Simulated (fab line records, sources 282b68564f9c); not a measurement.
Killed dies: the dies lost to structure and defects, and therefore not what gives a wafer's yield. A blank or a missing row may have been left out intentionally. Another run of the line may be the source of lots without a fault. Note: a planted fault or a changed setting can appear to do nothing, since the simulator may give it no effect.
2 desks looking at one fault    flow rit_cmos    every desk sees just its own numbers, and what lay behind them comes last

== AT THE METROLOGY DESK ==
What the gauges read, lot by lot, whatever tool the lot ran on: means of the sampled wafers that have a number. Marked OUT: a lot whose mean sits more than 4 standard deviations from the usual mean, which makes it out of limits; the brackets give that distance.
Columns: A = NWELL_TW at RIT_NWELL_TW_MEAS_10, usual 2149; B = M1_BOW at RIT_M1_BOW_MEAS_16, usual 17 um
lot   first seen here  A                B
L349  day 1 22:28      2166             14
L350  day 2 03:28      2176             19
L351  day 2 08:00      2169             15
L353  day 2 19:40      2172             24
L355  day 3 09:06      2164             22
L356  day 3 11:43      2135             10
L357  day 3 15:03      2170             24
L360  day 4 05:10      2103             17
L361  day 4 14:11      2152             13
L363  day 4 23:55      2101             18
L364  day 5 03:47      2022 (-4.2) OUT  12
L367  day 5 21:32      2167             22
L369  day 6 09:03      2093             15
L371  day 6 19:34      2181             14
This desk reports L364 out of limits; the earliest was L364 at day 5 03:47 (NWELL_TW at RIT_NWELL_TW_MEAS_10). Within limits: L349, L350, L351, L353, L355, L356, L357, L360, L361, L363, L367, L369, L371.

== FOR THE TOOL OWNER'S DESK: implanter-01 ==
For each lot that ran on this tool, the mean over its sampled wafers that have a number, from the tool's own readings at RIT_NWELL_IMPLANT_08. Marked OUT: a lot whose mean sits more than 4 standard deviations from the usual mean, which makes it out of limits; the brackets give that distance.
Columns: A = beam_energy_keV at RIT_NWELL_IMPLANT_08, usual 170.00
lot   first seen here  A
L349  day 1 22:08      169.99
L350  day 2 03:09      169.99
L351  day 2 07:41      170.00
L355  day 3 08:49      169.98
L361  day 4 13:54      170.06
L364  day 5 03:28      139.45 (-99 or more) OUT
L369  day 6 08:43      139.44 (-99 or more) OUT
This desk's finding: out of limits on L364, L369; first on L364, day 5 03:28 (beam_energy_keV at RIT_NWELL_IMPLANT_08). Within limits: L349, L350, L351, L355, L361.

== PUT TOGETHER ==
The tool owner's desk could have raised an alarm at day 5 03:28, on L364, L369.
The metrology desk could have raised an alarm at day 5 03:47, on L364.
The metrology desk holds a record of L369, inside its limits.
The lots listed all ran RIT_NWELL_IMPLANT_08 on implanter-01.

== WHAT THE SIMULATOR PUT IN ==
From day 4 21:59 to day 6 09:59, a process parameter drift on implanter-01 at RIT_NWELL_IMPLANT_08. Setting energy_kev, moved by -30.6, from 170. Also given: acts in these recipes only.
Shown lots that were struck: L364, L369.
Hours from the fault's start to each desk's first reading out of limits: the tool owner's desk, 5; the metrology desk, 6.
